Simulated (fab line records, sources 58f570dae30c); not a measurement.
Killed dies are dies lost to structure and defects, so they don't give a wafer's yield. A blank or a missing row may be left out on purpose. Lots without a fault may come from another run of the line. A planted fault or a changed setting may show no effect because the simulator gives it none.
Problem report in the 8D (eight disciplines) form, filled by code | flow berkeley_cmos170 | the parts of the form that need people (team, actions taken, sign-off) are left out

1. THE PROBLEM
PWELL_TW at UCB170_PWELL_TW_MEAS_17 reads a mean of 192 on 6 wafers of 2 lots; wafers without a fault read 377 with a standard deviation of 3.6. That is -51 standard deviations from the usual mean.
First seen on wafer L325.1, day 7 06:59, on film_metro-04. The record holds 42 wafers of 14 lots with a number at this step. Rule for "out", or "out of limits": more than 4 standard deviations from the usual mean. The other wafers with a number count as sound.

2. WHAT IT IS AND WHAT IT IS NOT
question                    | is                     | is not
which readings at this step | PWELL_TW               | -
which lots                  | L325, L326             | L308, L310, L311, L312, L313, L314, L316, L318, L322, L327, L328, L331
which wafers of those lots  | all that have a number | -
read on which gauges        | film_metro-04          | film_metro-01, film_metro-03
when                        | from day 7 06:59       | up to then (27 sound wafers); but 9 sound wafers of L327, L328, L331 came after

3. SUSPECTS, AND WHAT RULES EACH OUT
Counting: a tool at a process step up to the reading stays a suspect if it ran every lot that is out and no sound lot after the first of them.
- the gauge at UCB170_PWELL_TW_MEAS_17: ruled out. All the wafers that are out were read on film_metro-04, but those of them that UCB170_PWELL_IMPLANT_15 has rows for are out there too, on other tools.
- implanter-03 at UCB170_PWELL_IMPLANT_15: kept. It ran every lot that is out, first L325 (day 7 06:44), and no sound lot after that; its last sound lot up to then is L322 (day 6 13:32). Its own readings are out on those wafers: dose_ions_cm2, faraday_current_uA.
Left after counting: implanter-03 at UCB170_PWELL_IMPLANT_15.

4. THE CAUSE (what the simulator had put in)
Process parameter drift: implanter-03, from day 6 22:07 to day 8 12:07, at UCB170_PWELL_IMPLANT_15. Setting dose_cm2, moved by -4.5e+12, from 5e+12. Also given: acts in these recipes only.
Counting left only this tool.

5. THE CHAIN OF EFFECTS, in route order
Each row: a reading whose mean over the struck wafers that have a number lies more than 3 standard deviations from the usual. Only readings for which the record gives a usual standard deviation are gone through. hours: the time from each lot's start at the first step in this table that gives one to its start at this step, as a median over the lots. sigmas: the change in usual standard deviations.
hours | step                    | reading            | usual     | on struck wafers | change     | sigmas
0     | UCB170_PWELL_IMPLANT_15 | dose_ions_cm2      | 4.999e+12 | 4.962e+11        | -4.503e+12 | -99 or more
0     | UCB170_PWELL_IMPLANT_15 | faraday_current_uA | 15.88     | 1.57             | -14.31     | -48
0     | UCB170_PWELL_TW_MEAS_17 | PWELL_TW           | 377       | 192              | -185       | -51
The process steps in it:
- UCB170_PWELL_IMPLANT_15
Later measuring or inspecting steps at which every struck wafer that the step has a row for has a number for every such reading, and none has moved that far: UCB170_SPACER_THK_MEAS_01, UCB170_CONTACT_CD_MEAS_15.

6. WHAT WOULD HAVE CAUGHT IT SOONER
In this record the first reading out of limits at a measuring or inspecting step was taken at day 7 06:59, 9 hours after the fault began at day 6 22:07.
The tool's own readings at UCB170_PWELL_IMPLANT_15 were out on every struck wafer that the step has a row for (dose_ions_cm2, faraday_current_uA): an alarm limit on them would have fired on the first of those.
Of the lots that are out (2), L326 began UCB170_PWELL_IMPLANT_15 on implanter-03 after day 7 06:59. A hold on the tool at that time would have spared it.
